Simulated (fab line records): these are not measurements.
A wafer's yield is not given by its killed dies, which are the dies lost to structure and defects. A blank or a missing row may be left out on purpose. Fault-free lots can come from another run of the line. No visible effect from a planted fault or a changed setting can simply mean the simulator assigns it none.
Which of the tools did it? / flow rit-cmos / 14 lots, 42 wafers sampled, at 2 steps of a route of 202

## WHAT THE GAUGES READ, wafer by wafer
RIT_GATE_THK_MEAS_09.
lot=L901; measured=day 3 03:38; on=film-metro-04; GATE_POLY_THK (nm)=247.7 246.3 246.2
lot=L902; measured=day 3 03:46; on=film-metro-01; GATE_POLY_THK (nm)=251.6 248.3 250.4
lot=L903; measured=day 3 16:12; on=film-metro-03; GATE_POLY_THK (nm)=248.3 251.3 250.7
lot=L904; measured=day 3 17:50; on=film-metro-01; GATE_POLY_THK (nm)=249.0 249.6 250.0
lot=L905; measured=day 3 23:23; on=film-metro-04; GATE_POLY_THK (nm)=250.0 251.8 249.5
lot=L906; measured=day 4 04:02; on=film-metro-03; GATE_POLY_THK (nm)=251.7 251.1 251.7
lot=L907; measured=day 4 06:59; on=film-metro-03; GATE_POLY_THK (nm)=253.5 254.5 253.3
lot=L908; measured=day 4 14:49; on=film-metro-01; GATE_POLY_THK (nm)=249.6 250.0 248.1
lot=L910; measured=day 4 23:26; on=film-metro-04; GATE_POLY_THK (nm)=252.2 252.5 254.2
lot=L912; measured=day 5 07:23; on=film-metro-03; GATE_POLY_THK (nm)=252.8 251.4 252.1
lot=L913; measured=day 5 13:20; on=film-metro-03; GATE_POLY_THK (nm)=337.6 339.5 336.5
lot=L914; measured=day 5 20:11; on=film-metro-04; GATE_POLY_THK (nm)=334.5 332.3 337.3
lot=L915; measured=day 6 00:09; on=film-metro-01; GATE_POLY_THK (nm)=251.2 254.8 254.2
lot=L921; measured=day 7 05:40; on=film-metro-03; GATE_POLY_THK (nm)=249.8 249.9 249.3

## TOOL THAT RAN EACH LOT (tool first, then ch and the chambers of the sampled wafers, then the start)
lot=L901; RIT_GATE_CVD_08=lpcvd-01 ch 0, day 3 02:01
lot=L902; RIT_GATE_CVD_08=lpcvd-02 ch 0, day 3 02:08
lot=L903; RIT_GATE_CVD_08=lpcvd-02 ch 1, day 3 14:35
lot=L904; RIT_GATE_CVD_08=lpcvd-02 ch 0, day 3 16:12
lot=L905; RIT_GATE_CVD_08=lpcvd-02 ch 1, day 3 21:45
lot=L906; RIT_GATE_CVD_08=lpcvd-02 ch 1, day 4 02:25
lot=L907; RIT_GATE_CVD_08=lpcvd-01 ch 1, day 4 05:22
lot=L908; RIT_GATE_CVD_08=lpcvd-01 ch 1, day 4 13:11
lot=L910; RIT_GATE_CVD_08=lpcvd-02 ch 0, day 4 21:49
lot=L912; RIT_GATE_CVD_08=lpcvd-01 ch 1, day 5 05:46
lot=L913; RIT_GATE_CVD_08=lpcvd-01 ch 0, day 5 11:42
lot=L914; RIT_GATE_CVD_08=lpcvd-01 ch 0, day 5 18:34
lot=L915; RIT_GATE_CVD_08=lpcvd-02 ch 0, day 5 22:32
lot=L921; RIT_GATE_CVD_08=lpcvd-02 ch 1, day 7 04:03
- RIT_GATE_CVD_08: deposits poly-Si from SiH4, target thk 250 nm, time 2220 s.

## WHAT THE TOOLS THEMSELVES READ (means of the sampled wafers that have a number; where no wafer has one, the mark that the record gives instead)
The record holds no such reading with a usual standard deviation.

## THE ANSWER, worked out from the rows above alone
Rule: usual is defined by the lots themselves. Put in order of their means at a reading, lots are off if they are a third of the lots or fewer, leave a main group of 4 or more, and stand apart from it by a gap of 3 or more times the standard deviation of the main group's means; of several such gaps the widest counts. If all means in a main group match to the digits the tables above print for the reading, that group is not used. Also off: a lot with no number at a reading for which 4 or more lots have one. The other lots that the step has rows for count as sound. First the gauges in route order, then the tools' own readings, where a lot's mean is used as printed above. The first step at which some lot is off is used, and at that step the reading that is off furthest; a lot without a number counts as furthest.
Off: at RIT_GATE_THK_MEAS_09 (GATE_POLY_THK), L913, L914. Mean 250.8 nm and standard deviation 1.9 in the main group.
If a tool, at a process step before that reading, ran all the lots that are off and no sound lot after the first of them, it fits. The gauges at RIT_GATE_THK_MEAS_09 are tried like those tools. One fits: RIT_GATE_CVD_08 on lpcvd-01. Its last sound lot is L912 (day 5 05:46), its first lot that is off L913 (day 5 11:42): a fault that began between those two fits.

## WHAT THE SIMULATOR HAD PUT IN
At RIT_GATE_CVD_08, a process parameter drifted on lpcvd-01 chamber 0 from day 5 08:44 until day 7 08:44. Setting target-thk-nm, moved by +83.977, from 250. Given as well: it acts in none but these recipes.
Shown lots that were struck: L913, L914. The rule above reached the same finding.
